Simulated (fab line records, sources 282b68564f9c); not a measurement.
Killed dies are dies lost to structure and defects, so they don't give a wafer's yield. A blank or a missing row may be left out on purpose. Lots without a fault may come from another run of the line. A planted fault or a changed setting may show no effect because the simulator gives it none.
One fault seen from 2 desks | flow rit_cmos | each desk has only its own numbers; what lay behind them comes last

THE TOOL OWNER'S DESK: implanter-04
The tool's own readings at RIT_NLDD_IMPLANT_08: means of the sampled wafers that have a number, for each lot that ran on this tool. A lot is out of limits, marked OUT, if its mean lies more than 4 standard deviations from the usual mean; the brackets give that distance.
Columns: A = dose_ions_cm2 at RIT_NLDD_IMPLANT_08, usual 5.001e+14; B = faraday_current_uA at RIT_NLDD_IMPLANT_08, usual 1575
lot  | first seen here | A                           | B
L383 | day 2 23:25     | 5.005e+14                   | 1592
L385 | day 3 08:08     | 3.594e+14 (-99 or more) OUT | 1137 (-14) OUT
L387 | day 3 19:12     | 3.595e+14 (-99 or more) OUT | 1122 (-15) OUT
L388 | day 3 23:49     | 3.588e+14 (-99 or more) OUT | 1109 (-15) OUT
L403 | day 7 01:58     | 5.003e+14                   | 1559
This desk's finding: out of limits on L385, L387, L388; first on L385, day 3 08:08 (dose_ions_cm2 at RIT_NLDD_IMPLANT_08). In limits: L383, L403.

THE METROLOGY DESK
What the gauges read, lot by lot, whatever tool the lot ran on: means of the sampled wafers that have a number. A lot is out of limits, marked OUT, if its mean lies more than 4 standard deviations from the usual mean; the brackets give that distance.
Columns: A = NLDD_TW at RIT_NLDD_TW_MEAS_10, usual 2487; B = NLDD_RS at RIT_SDANNEAL_RS_MEAS_07, usual 151.4 ohm/sq
lot  | first seen here | A              | B
L383 | day 2 23:43     | 2473           | 151.8
L384 | day 3 04:01     | 2474           | 151.3
L385 | day 3 08:27     | 2279 (-15) OUT | 198.1 (+83) OUT
L386 | day 3 14:55     | 2507           | 151.9
L387 | day 3 19:31     | 2264 (-16) OUT | 196.6 (+81) OUT
L388 | day 4 00:08     | 2275 (-15) OUT | 197.6 (+83) OUT
L389 | day 4 03:58     | 2474           | 152.6
L394 | day 5 05:59     | 2502           | 151.5
L396 | day 5 16:31     | 2500           | 151.1
L397 | day 5 21:47     | 2471           | 151.3
L398 | day 6 01:53     | 2469           | 151.2
L399 | day 6 06:44     | 2506           | 150.7
L401 | day 6 17:27     | 2497           | 151.0
L403 | day 7 02:17     | 2486           | 152.1
L404 | day 7 07:28     | 2502           | 151.9
This desk's finding: out of limits on L385, L387, L388; first on L385, day 3 08:27 (NLDD_TW at RIT_NLDD_TW_MEAS_10). In limits: L383, L384, L386, L389, L394, L396, L397, L398, L399, L401, L403, L404.

PUT TOGETHER
The tool owner's desk could have raised an alarm at day 3 08:08, on L385, L387, L388.
The metrology desk could have raised an alarm at day 3 08:27, on L385, L387, L388.
Of the lots named, all ran RIT_NLDD_IMPLANT_08 on implanter-04.

WHAT THE SIMULATOR HAD PUT IN
Process parameter drift: implanter-04, from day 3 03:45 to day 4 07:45, at RIT_NLDD_IMPLANT_08. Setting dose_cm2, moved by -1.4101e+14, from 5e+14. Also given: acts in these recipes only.
Lots struck among those shown: L385, L387, L388.
Hours from the fault's start to each desk's first reading out of limits: the tool owner's desk, 4; the metrology desk, 5.
